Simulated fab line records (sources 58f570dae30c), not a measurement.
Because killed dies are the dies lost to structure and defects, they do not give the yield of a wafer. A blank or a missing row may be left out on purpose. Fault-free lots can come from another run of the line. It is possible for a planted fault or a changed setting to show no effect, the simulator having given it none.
Comparing a struck lot with a sound one :: flow berkeley-cmos170 :: 21 steps out of a route of 331
Sound: wafers L617.2, L617.5, L617.6. Wafers L630.1, L630.3, L630.5 were the ones struck. At the end, the cause is stated.
Per side, at each step with rows, come the tool, then ch with its chambers, and then its first start. Under that, the readings that differ: sound wafers :: struck wafers :: difference of the means :: sigmas: that difference in standard deviations of wafers without a fault.
alike: a reading whose means differ by less than 2 such deviations, as well as words and numbers matching on both sides. not compared: withheld readings; readings where some wafer has no value; bounds like >300 that might hide an equal value; numbers whose values overlap and for which the record gives no deviation.
Wherever a step has rows on one side only, a row that says differs or no value, or a row with sigmas, the two part there. When numbers do not overlap yet have no deviation, they are printed without sigmas and do not part them. A reading missing from all wafers of one side parts the sides only when that side holds two or more wafers.

first, 5 steps without rows for these wafers: UCB170_NWELL_WET_ETCH_18 (etches Si3N4 in H3PO4, time 14400 s); UCB170_NWELL_WET_ETCH_19 (etches SiO2 in BOE, time 22 s); UCB170_PWELL_CLEAN_00 (cleans in SPM, time 600 s); UCB170_PWELL_CLEAN_01 (cleans in dHF, time 60 s); UCB170_PWELL_OXIDATION_02 (target thk 26.4 nm, ox time 1260 s).
UCB170_PWELL_THK_MEAS_03:
  sound: film-metro-01 at day 3 08:07; struck: film-metro-01 at day 5 16:07
  alike: PWELL_OXIDE_THK
then, 2 steps without rows for these wafers: UCB170_PWELL_ANNEAL_04 (time 900 s); UCB170_PWELL_CVD_05 (deposits Si3N4 from SiH2Cl2/NH3, target thk 220 nm, time 3300 s).
UCB170_PWELL_THK_MEAS_06:
  sound: film-metro-03 at day 3 13:16; struck: film-metro-01 at day 5 19:42
  alike: PWELL_NITRIDE_THK
then, 3 steps without rows for these wafers: UCB170_PWELL_HMDS_07 (prime time 60 s); UCB170_PWELL_COAT_08 (resist thk 900 nm); UCB170_PWELL_SOFTBAKE_09 (time 60 s).
UCB170_PWELL_EXPOSE_10: exposes mask PWELL, target cd 3000 nm.
  sound on krf-scanner-01 ch 0, day 3 14:42; struck on krf-scanner-01 ch 0, day 5 21:20
reading: mask
sound: PWELL#0 PWELL#0 PWELL#0
struck: NWELL#0 NWELL#0 NWELL#0
difference: differs
sigmas: 
  alike: focus-offset-nm
then, 2 steps without rows for these wafers: UCB170_PWELL_PEB_11; UCB170_PWELL_DEVELOP_12 (develop time 45 s).
UCB170_PWELL_OVL_MEAS_13:
  sound: overlay-01 at day 3 15:38; struck: overlay-02 at day 5 22:26
reading: PWELL_OVL (nm)
sound: 0 4 3
struck: - - -
difference: no value on the struck wafers
sigmas: 
UCB170_PWELL_ETCH_14: etches Si3N4 in CH3F/Ar/O2, stops on SiO2, target depth 242 nm, time 151 s.
  sound on rie-diel-04 ch 0,2,3, day 3 15:40; struck on rie-diel-04 ch 0,1,2, day 5 22:29
  alike: drypump-motor-current-A, oes-product-au, throttle-valve-pct
  not compared: rf-hours-counter-h
after that, 1 step had no rows for these wafers: UCB170_PWELL_IMPLANT_15.
UCB170_PWELL_STRIP_16: strips in O2.
  sound on plasma-asher-03 ch 0,1, day 3 15:55; struck on plasma-asher-01 ch 0,1, day 5 22:44
  alike: drypump-motor-current-A, oes-product-au, strip-time-to-endpoint-s
  not compared: rf-hours-counter-h
UCB170_PWELL_TW_MEAS_17:
  sound: film-metro-03 at day 3 16:02; struck: film-metro-03 at day 5 22:50
reading: PWELL_TW
sound: 371.1 373.7 370.5
struck: 29.6 29.7 29.6
difference: -342.1
sigmas: -99 or more
then, 1 step without rows for these wafers: UCB170_PWELL_CLEAN_18 (cleans in SPM, time 600 s).

## WHERE THEY PART
First at UCB170_PWELL_EXPOSE_10; last, within this record, at UCB170_PWELL_TW_MEAS_17.

WHY: the cause the simulator had injected
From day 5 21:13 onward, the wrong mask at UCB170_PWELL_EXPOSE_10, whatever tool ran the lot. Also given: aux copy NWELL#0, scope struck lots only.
